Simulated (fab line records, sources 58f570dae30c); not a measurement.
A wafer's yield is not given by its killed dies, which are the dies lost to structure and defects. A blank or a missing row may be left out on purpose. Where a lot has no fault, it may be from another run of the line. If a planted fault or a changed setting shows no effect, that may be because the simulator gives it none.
What tool caused it? / flow berkeley cmos170 / Sampling: 13 lots, 37 wafers, 3 of 331 route steps

WHAT THE GAUGES SHOWED, per wafer
UCB170_FIELD_THK_MEAS_02. Usual: FIELD_OXIDE_THK gives 555 nm (standard deviation 9.3).
lot=L841; measured=day 5 09:40; on=film metro-04; FIELD_OXIDE_THK (nm)=551 543 552; flag=
lot=L840; measured=day 5 09:38; on=film metro-02; FIELD_OXIDE_THK (nm)=547 547 550; flag=
lot=L842; measured=day 5 21:59; on=film metro-03; FIELD_OXIDE_THK (nm)=557 556 563; flag=
lot=L843; measured=day 5 22:03; on=film metro-03; FIELD_OXIDE_THK (nm)=543 537 547; flag=
lot=L844; measured=day 5 21:59; on=film metro-02; FIELD_OXIDE_THK (nm)=554 547 550; flag=
lot=L846; measured=day 6 21:56; on=film metro-03; FIELD_OXIDE_THK (nm)=556 553 563; flag=
lot=L847; measured=day 6 21:54; on=film metro-04; FIELD_OXIDE_THK (nm)=552 553 554; flag=
lot=L849; measured=day 6 21:52; on=film metro-02; FIELD_OXIDE_THK (nm)=560 564 553; flag=
lot=L851; measured=day 6 21:55; on=film metro-02; FIELD_OXIDE_THK (nm)=555 564 555; flag=
lot=L854; measured=day 8 05:35; on=film metro-03; FIELD_OXIDE_THK (nm)=555; flag=
lot=L860; measured=day 9 11:40; on=film metro-03; FIELD_OXIDE_THK (nm)=545 538 551; flag=
lot=L862; measured=day 9 11:37; on=film metro-03; FIELD_OXIDE_THK (nm)=555 560 562; flag=
lot=L863; measured=day 10 00:17; on=film metro-03; FIELD_OXIDE_THK (nm)=552 567 557; flag=

UCB170_SDANNEAL_RS_MEAS_03: the measuring method here is four-point-probe. Usual: NSD_RS gives 37.28 ohm/sq (standard deviation 0.09).
lot=L841; measured=day 7 23:56; on=film metro-03; NSD_RS (ohm/sq)=37.28 37.43 37.42; flag=
lot=L840; measured=day 8 00:21; on=film metro-04; NSD_RS (ohm/sq)=37.20 37.25 37.09; flag=
lot=L842; measured=day 8 11:45; on=film metro-04; NSD_RS (ohm/sq)=37.26 37.28 37.19; flag=
lot=L843; measured=day 8 11:51; on=film metro-03; NSD_RS (ohm/sq)=37.31 37.38 37.30; flag=
lot=L844; measured=day 8 11:22; on=film metro-03; NSD_RS (ohm/sq)=37.28 37.30 37.39; flag=
lot=L846; measured=day 9 14:23; on=film metro-01; NSD_RS (ohm/sq)=37.31 37.17 37.28; flag=
lot=L847; measured=day 9 13:50; on=film metro-03; NSD_RS (ohm/sq)=37.20 37.23 37.29; flag=
lot=L849; measured=day 9 13:49; on=film metro-01; NSD_RS (ohm/sq)=37.35 37.43 37.35; flag=
lot=L851; measured=day 9 14:22; on=film metro-03; NSD_RS (ohm/sq)=37.36 37.43 37.39; flag=
lot=L854; measured=day 10 20:16; on=film metro-01; NSD_RS (ohm/sq)=37.38; flag=
lot=L860; measured=day 12 13:09; on=film metro-01; NSD_RS (ohm/sq)=37.22 37.25 37.19; flag=
lot=L862; measured=day 12 13:20; on=film metro-04; NSD_RS (ohm/sq)=37.28 37.29 37.20; flag=
lot=L863; measured=day 12 16:23; on=film metro-01; NSD_RS (ohm/sq)=37.32 37.29 37.30; flag=

TOOL THAT RAN EACH LOT (tool first, then ch and the chambers of the sampled wafers, then the start)
lot=L841; UCB170_ZERO_ETCH_06=rie diel-02 ch 0,1,2, day 1 23:22
lot=L840; UCB170_ZERO_ETCH_06=rie diel-01 ch 0,1,3, day 1 23:31
lot=L842; UCB170_ZERO_ETCH_06=rie diel-02 ch 0,2,3, day 2 06:32
lot=L843; UCB170_ZERO_ETCH_06=rie diel-04 ch 0,1,3, day 2 12:34
lot=L844; UCB170_ZERO_ETCH_06=rie diel-02 ch 0,2, day 2 17:38
lot=L846; UCB170_ZERO_ETCH_06=rie diel-04 ch 0,1,2, day 3 04:59
lot=L847; UCB170_ZERO_ETCH_06=rie diel-02 ch 2,3, day 3 09:17
lot=L849; UCB170_ZERO_ETCH_06=rie diel-02 ch 1,2,3, day 3 21:14
lot=L851; UCB170_ZERO_ETCH_06=rie diel-02 ch 2,3, day 4 01:32
lot=L854; UCB170_ZERO_ETCH_06=rie diel-02 ch 1, day 4 21:56
lot=L860; UCB170_ZERO_ETCH_06=rie diel-01 ch 1,2, day 6 03:02
lot=L862; UCB170_ZERO_ETCH_06=rie diel-01 ch 0,3, day 6 08:49
lot=L863; UCB170_ZERO_ETCH_06=rie diel-01 ch 0,1,3, day 6 15:50
- UCB170_ZERO_ETCH_06: etches SiO2 in CHF3/CF4/Ar, time 12 s.

AS READ BY THE TOOLS THEMSELVES (means over the sampled wafers that have a number; for cases with no such wafer, the mark the record gives instead)
UCB170_ZERO_ETCH_06. Usual: drypump motor current A 5.8 A, standard deviation 0.41; oes product au 0.615 a.u., standard deviation 0.0095; rf fwd power W 490.8 W, standard deviation 2.4; throttle valve pct 9.25 %, standard deviation 0.18.
lot=L841; tool=rie diel-02; drypump motor current A (A)=5.8; oes product au (a.u.)=0.609; rf fwd power W (W)=489.7; throttle valve pct (%)=9.27; flag=
lot=L840; tool=rie diel-01; drypump motor current A (A)=5.3; oes product au (a.u.)=0.611; rf fwd power W (W)=491.6; throttle valve pct (%)=9.32; flag=
lot=L842; tool=rie diel-02; drypump motor current A (A)=5.9; oes product au (a.u.)=0.614; rf fwd power W (W)=491.6; throttle valve pct (%)=9.08; flag=
lot=L843; tool=rie diel-04; drypump motor current A (A)=6.2; oes product au (a.u.)=0.616; rf fwd power W (W)=493.4; throttle valve pct (%)=9.29; flag=
lot=L844; tool=rie diel-02; drypump motor current A (A)=5.5; oes product au (a.u.)=0.616; rf fwd power W (W)=491.5; throttle valve pct (%)=9.17; flag=
lot=L846; tool=rie diel-04; drypump motor current A (A)=6.0; oes product au (a.u.)=0.609; rf fwd power W (W)=491.6; throttle valve pct (%)=9.24; flag=
lot=L847; tool=rie diel-02; drypump motor current A (A)=5.7; oes product au (a.u.)=0.610; rf fwd power W (W)=490.2; throttle valve pct (%)=9.13; flag=
lot=L849; tool=rie diel-02; drypump motor current A (A)=5.9; oes product au (a.u.)=0.614; rf fwd power W (W)=489.0; throttle valve pct (%)=9.21; flag=
lot=L851; tool=rie diel-02; drypump motor current A (A)=5.7; oes product au (a.u.)=0.612; rf fwd power W (W)=489.6; throttle valve pct (%)=9.13; flag=
lot=L854; tool=rie diel-02; drypump motor current A (A)=6.2; oes product au (a.u.)=0.613; rf fwd power W (W)=491.9; throttle valve pct (%)=9.50; flag=
lot=L860; tool=rie diel-01; drypump motor current A (A)=5.3; oes product au (a.u.)=0.603; rf fwd power W (W)=489.4; throttle valve pct (%)=9.11; flag=
lot=L862; tool=rie diel-01; drypump motor current A (A)=5.3; oes product au (a.u.)=0.622; rf fwd power W (W)=490.5; throttle valve pct (%)=9.49; flag=
lot=L863; tool=rie diel-01; drypump motor current A (A)=5.3; oes product au (a.u.)=0.613; rf fwd power W (W)=490.7; throttle valve pct (%)=9.31; flag=

THE ANSWER, worked out from the rows above alone
Rule: lot off if the mean of its wafers having a number is beyond 3 standard deviations from the usual mean. A lot without any number at a reading at which 4 lots or more have one is off too. Where the step has rows for the other lots, those lots are counted as sound. First the gauges in route order, then the tools' own readings, where a lot's mean is used as printed above. At the first step where some lot is off, the reading lying furthest off is the one used; lots without a number count as furthest.
No lot is off at any reading shown: from this, nothing can be told.

WHAT THE SIMULATOR HAD PUT IN
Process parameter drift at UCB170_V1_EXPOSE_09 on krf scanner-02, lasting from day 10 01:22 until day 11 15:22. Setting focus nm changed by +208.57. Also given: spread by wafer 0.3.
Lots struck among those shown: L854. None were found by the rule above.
